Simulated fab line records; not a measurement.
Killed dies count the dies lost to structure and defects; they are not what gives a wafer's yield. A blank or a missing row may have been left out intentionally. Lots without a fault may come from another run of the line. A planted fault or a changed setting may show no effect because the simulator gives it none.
Which tool did it? | flow berkeley-cmos170 | 14 lots, 42 wafers sampled, at 3 steps of a route of 331

## WHAT THE GAUGES SHOWED, per wafer
UCB170_M2_CD_MEAS_90 targets a cd of 700 nm. Usual: 700.9 nm for cd-nm, sd 2.6.
lot  | measured     | on        | cd-nm (nm)        | flag
L629 | day 9 03:49  | cd-sem-02 | 701.7 700.1 702.5 |
L630 | day 9 10:09  | cd-sem-02 | 701.4 699.5 699.7 |
L633 | day 9 17:17  | cd-sem-01 | 703.9 701.3 704.7 |
L632 | day 9 18:51  | cd-sem-02 | 700.6 698.4 696.7 |
L631 | day 9 15:57  | cd-sem-02 | 701.1 706.9 700.4 |
L634 | day 9 18:58  | cd-sem-01 | 701.8 698.7 698.6 |
L635 | day 10 05:08 | cd-sem-02 | 700.9 704.2 705.5 |
L641 | day 11 07:00 | cd-sem-02 | 697.0 703.0 699.2 |
L642 | day 11 16:52 | cd-sem-01 | 703.1 699.2 702.9 |
L646 | day 12 15:03 | cd-sem-02 | 700.8 695.5 699.0 |
L648 | day 12 11:14 | cd-sem-02 | 697.3 699.1 698.7 |
L649 | day 13 08:37 | cd-sem-01 | 703.9 703.5 702.6 |
L650 | day 13 20:34 | cd-sem-02 | 698.7 700.8 697.9 |
L651 | day 13 17:58 | cd-sem-02 | 704.1 703.3 701.4 |

## WHICH TOOL RAN EACH LOT (tool, then ch and the chambers of the sampled wafers, then the start)
lot  | UCB170_PWELL_ETCH_14              | UCB170_M1_ETCH_11
L629 | rie-diel-03 ch 0,1, day 3 15:45   | rie-diel-02 ch 1,2,3, day 8 19:22
L630 | rie-diel-04 ch 0,1, day 3 21:05   | rie-diel-03 ch 1,2,3, day 9 01:44
L633 | rie-diel-01 ch 0,2,3, day 4 06:08 | rie-diel-04 ch 0,3, day 9 09:26
L632 | rie-diel-03 ch 1,2, day 4 06:13   | rie-diel-03 ch 0,3, day 9 10:53
L631 | rie-diel-04 ch 0,2,3, day 4 06:37 | rie-diel-02 ch 1,2, day 9 09:09
L634 | rie-diel-01 ch 0,2,3, day 4 15:25 | rie-diel-04 ch 0,1, day 9 11:09
L635 | rie-diel-04 ch 1,2,3, day 5 01:25 | rie-diel-04 ch 0,2,3, day 9 22:08
L641 | rie-diel-01 ch 0,1,3, day 6 02:28 | rie-diel-02 ch 1,2,3, day 10 22:32
L642 | rie-diel-04 ch 0,1, day 6 10:25   | rie-diel-02 ch 0,2,3, day 11 07:44
L646 | rie-diel-01 ch 0,1,2, day 7 04:54 | rie-diel-03 ch 0,2,3, day 12 03:46
L648 | rie-diel-04 ch 0,1,3, day 7 13:12 | rie-diel-03 ch 0,2, day 12 02:13
L649 | rie-diel-03 ch 0,1,3, day 8 05:47 | rie-diel-03 ch 0,1,3, day 13 01:28
L650 | rie-diel-04 ch 2,3, day 8 09:20   | rie-diel-03 ch 1,3, day 13 11:12
L651 | rie-diel-04 ch 1,2, day 8 10:02   | rie-diel-04 ch 0,1, day 13 10:22
- UCB170_PWELL_ETCH_14: etches Si3N4 in CH3F/Ar/O2, stops on SiO2, target depth 242 nm, time 151 s.
- UCB170_M1_ETCH_11: etches BARC in N2/H2.

## WHAT THE TOOLS THEMSELVES READ (means of the sampled wafers that have a number; where no wafer has one, the mark that the record gives instead)
UCB170_PWELL_ETCH_14. Usual: chamber-pressure-mTorr 50.00 mTorr, standard deviation 0.047; drypump-motor-current-A 5.68 A, standard deviation 0.25; oes-product-au 0.940 a.u., standard deviation 0.015; throttle-valve-pct 8.14 %, standard deviation 0.11.
lot  | tool        | chamber-pressure-mTorr (mTorr) | drypump-motor-current-A (A) | oes-product-au (a.u.) | throttle-valve-pct (%) | flag
L629 | rie-diel-03 | 50.04                          | 5.86                        | 0.939                 | 8.08                   |
L630 | rie-diel-04 | 49.96                          | 5.54                        | 0.935                 | 8.11                   |
L633 | rie-diel-01 | 49.99                          | 5.64                        | 0.946                 | 8.10                   |
L632 | rie-diel-03 | 49.99                          | 5.73                        | 0.927                 | 8.07                   |
L631 | rie-diel-04 | 50.00                          | 5.56                        | 0.937                 | 8.18                   |
L634 | rie-diel-01 | 49.98                          | 5.63                        | 0.950                 | 8.09                   |
L635 | rie-diel-04 | 50.00                          | 5.74                        | 0.938                 | 8.19                   |
L641 | rie-diel-01 | 49.99                          | 5.40                        | 0.949                 | 8.10                   |
L642 | rie-diel-04 | 50.03                          | 5.74                        | 0.948                 | 8.14                   |
L646 | rie-diel-01 | 50.02                          | 5.61                        | 0.953                 | 8.27                   |
L648 | rie-diel-04 | 50.00                          | 5.58                        | 0.938                 | 8.17                   |
L649 | rie-diel-03 | 49.98                          | 5.87                        | 0.934                 | 8.09                   |
L650 | rie-diel-04 | 50.04                          | 5.73                        | 0.937                 | 8.20                   |
L651 | rie-diel-04 | 50.01                          | 5.91                        | 0.949                 | 8.15                   |

UCB170_M1_ETCH_11. Usual: chamber-pressure-mTorr 30.000 mTorr, standard deviation 0.026; drypump-motor-current-A 5.7 A, standard deviation 0.36; n2-flow-sccm 100.0 sccm, standard deviation 0.3; oes-product-au 0.990 a.u., standard deviation 0.023; throttle-valve-pct 13.40 %, standard deviation 0.14.
lot  | tool        | chamber-pressure-mTorr (mTorr) | drypump-motor-current-A (A) | n2-flow-sccm (sccm) | oes-product-au (a.u.) | throttle-valve-pct (%) | flag
L629 | rie-diel-02 | 30.011                         | 5.8                         | 100.0               | 0.993                 | 13.37                  |
L630 | rie-diel-03 | 29.993                         | 5.7                         | 100.3               | 0.992                 | 13.37                  |
L633 | rie-diel-04 | 29.997                         | 5.4                         | 100.0               | 0.986                 | 13.50                  |
L632 | rie-diel-03 | 30.005                         | 5.8                         | 99.8                | 1.009                 | 13.52                  |
L631 | rie-diel-02 | 29.997                         | 6.1                         | 100.1               | 0.997                 | 13.38                  |
L634 | rie-diel-04 | 30.022                         | 5.7                         | 99.8                | 0.979                 | 13.35                  |
L635 | rie-diel-04 | 29.994                         | 5.5                         | 100.2               | 0.976                 | 13.53                  |
L641 | rie-diel-02 | 29.995                         | 5.8                         | 100.1               | 0.960                 | 13.36                  |
L642 | rie-diel-02 | 29.997                         | 5.5                         | 99.9                | 0.980                 | 13.23                  |
L646 | rie-diel-03 | 29.987                         | 5.7                         | 100.1               | 1.000                 | 13.42                  |
L648 | rie-diel-03 | 29.976                         | 5.7                         | 100.0               | 0.999                 | 13.49                  |
L649 | rie-diel-03 | 30.007                         | 5.9                         | 100.0               | 1.005                 | 13.46                  |
L650 | rie-diel-03 | 29.996                         | 5.9                         | 99.9                | 1.002                 | 13.38                  |
L651 | rie-diel-04 | 29.994                         | 5.7                         | 99.7                | 0.984                 | 13.36                  |

## THE ANSWER, worked out from the rows above alone
Rule: take the mean of a lot's wafers that have a number; if it is more than 3 standard deviations from the usual mean, the lot is off. Also off: a lot with no number at a reading for which 4 or more lots have one. Where the step has rows for the other lots, those lots are counted as sound. The gauges are gone through in route order, then the tools' own readings, and for those a lot's mean is taken as printed above. The first step at which some lot is off is used, and at that step the reading that is off furthest; a lot without a number counts as furthest.
Across all readings shown, no lot is off: no conclusion can be drawn from this.

## WHAT HAD BEEN PUT IN BY THE SIMULATOR
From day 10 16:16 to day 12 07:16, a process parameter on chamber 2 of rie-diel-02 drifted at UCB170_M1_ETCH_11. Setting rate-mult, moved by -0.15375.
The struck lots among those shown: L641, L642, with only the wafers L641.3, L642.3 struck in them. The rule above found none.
